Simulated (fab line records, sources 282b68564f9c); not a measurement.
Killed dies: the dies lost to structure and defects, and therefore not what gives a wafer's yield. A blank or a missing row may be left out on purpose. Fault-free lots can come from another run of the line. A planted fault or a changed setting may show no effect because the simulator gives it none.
Which tool was responsible? | flow ritCmos | 13 lots, 39 wafers sampled, at 2 steps of a route of 202

WHAT THE GAUGES READ, wafer by wafer
RIT_ACTIVE_THK_MEAS_04. Usual: for ACTIVE_NITRIDE_THK the level is 149.5 nm and the standard deviation is 1.3.
lot  | measured    | on           | ACTIVE_NITRIDE_THK (nm) | flag
L636 | day 1 13:34 | filmMetro-04 | 150.7 150.5 150.8       | 
L637 | day 1 18:32 | filmMetro-04 | 152.3 152.2 152.3       | 
L639 | day 2 04:32 | filmMetro-04 | 150.7 148.9 149.8       | 
L640 | day 2 09:32 | filmMetro-02 | 150.6 149.2 150.4       | 
L644 | day 3 05:57 | filmMetro-04 | 150.3 150.2 150.0       | 
L649 | day 4 06:32 | filmMetro-02 | 157.1 158.1 156.7       | OFF
L650 | day 4 11:33 | filmMetro-02 | 148.7 148.7 147.9       | 
L653 | day 5 02:32 | filmMetro-02 | 148.8 149.4 148.3       | 
L654 | day 5 07:32 | filmMetro-04 | 149.0 150.1 147.8       | 
L655 | day 5 12:37 | filmMetro-04 | 148.2 148.6 148.3       | 
L656 | day 5 18:01 | filmMetro-03 | 146.3 147.3 147.0       | 
L658 | day 6 03:49 | filmMetro-04 | 149.3 151.4 151.2       | 
L659 | day 6 08:32 | filmMetro-02 | 150.6 151.2 149.2       | 

TOOL THAT RAN EACH LOT (tool first, then ch and the chambers of the sampled wafers, then the start)
lot  | RIT_ACTIVE_CVD_03
L636 | lpcvd-01 ch 0, day 1 12:07
L637 | lpcvd-02 ch 1, day 1 17:07
L639 | lpcvd-02 ch 1, day 2 03:07
L640 | lpcvd-02 ch 0, day 2 08:07
L644 | lpcvd-02 ch 0, day 3 04:32
L649 | lpcvd-01 ch 0, day 4 05:07
L650 | lpcvd-02 ch 0, day 4 10:08
L653 | lpcvd-02 ch 0, day 5 01:07
L654 | lpcvd-02 ch 0, day 5 06:07
L655 | lpcvd-02 ch 0, day 5 11:11
L656 | lpcvd-02 ch 0, day 5 16:36
L658 | lpcvd-02 ch 1, day 6 02:25
L659 | lpcvd-02 ch 1, day 6 07:07
- RIT_ACTIVE_CVD_03: deposits Si3N4 from SiH2Cl2/NH3, target thk 150 nm, time 1500 s.

AS READ BY THE TOOLS THEMSELVES (means over the sampled wafers that have a number; for cases with no such wafer, the mark the record gives instead)
RIT_ACTIVE_CVD_03. Usual: sih2cl2FlowSccm 59.97 sccm, standard deviation 0.18; zonePowerCentrePct 37.9 %, standard deviation 2.4.
lot  | tool     | sih2cl2FlowSccm (sccm) | zonePowerCentrePct (%) | flag
L636 | lpcvd-01 | 60.00                  | 34.9                   | 
L637 | lpcvd-02 | 60.14                  | 35.7                   | 
L639 | lpcvd-02 | 60.33                  | 35.8                   | 
L640 | lpcvd-02 | 59.89                  | 40.0                   | 
L644 | lpcvd-02 | 60.14                  | 40.3                   | 
L649 | lpcvd-01 | 59.87                  | 35.7                   | 
L650 | lpcvd-02 | 59.88                  | 40.0                   | 
L653 | lpcvd-02 | 60.17                  | 40.6                   | 
L654 | lpcvd-02 | 59.76                  | 40.5                   | 
L655 | lpcvd-02 | 59.88                  | 40.0                   | 
L656 | lpcvd-02 | 59.82                  | 40.5                   | 
L658 | lpcvd-02 | 59.92                  | 36.0                   | 
L659 | lpcvd-02 | 60.15                  | 35.6                   | 

THE ANSWER, worked out from the rows above alone
Rule: a lot is off if the mean of its wafers that have a number lies more than 3 standard deviations from the usual mean. A lot without any number at a reading at which 4 lots or more have one is off too. Where the step has rows for the other lots, those lots are counted as sound. Order of review: gauges by route order, followed by the tools' own readings, for which a lot's mean as printed above is used. The first step at which some lot is off is used, and at that step the reading that is off furthest; a lot without a number counts as furthest.
Off: L649, at RIT_ACTIVE_THK_MEAS_04 (ACTIVE_NITRIDE_THK).
If a tool, at a process step before that reading, ran all the lots that are off and no sound lot after the first of them, it fits. Those tools and the gauges at RIT_ACTIVE_THK_MEAS_04 are tried in the same way. One fits: lpcvd-01 at RIT_ACTIVE_CVD_03. A fault onset in the window from L636 (day 1 12:07, its last sound lot) to L649 (day 4 05:07, its first lot off) fits.

WHAT THE SIMULATOR HAD INSERTED
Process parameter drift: lpcvd-01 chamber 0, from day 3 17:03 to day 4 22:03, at RIT_ACTIVE_CVD_03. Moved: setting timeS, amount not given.
Shown lots that were struck: L649. This agrees with what the rule above found.
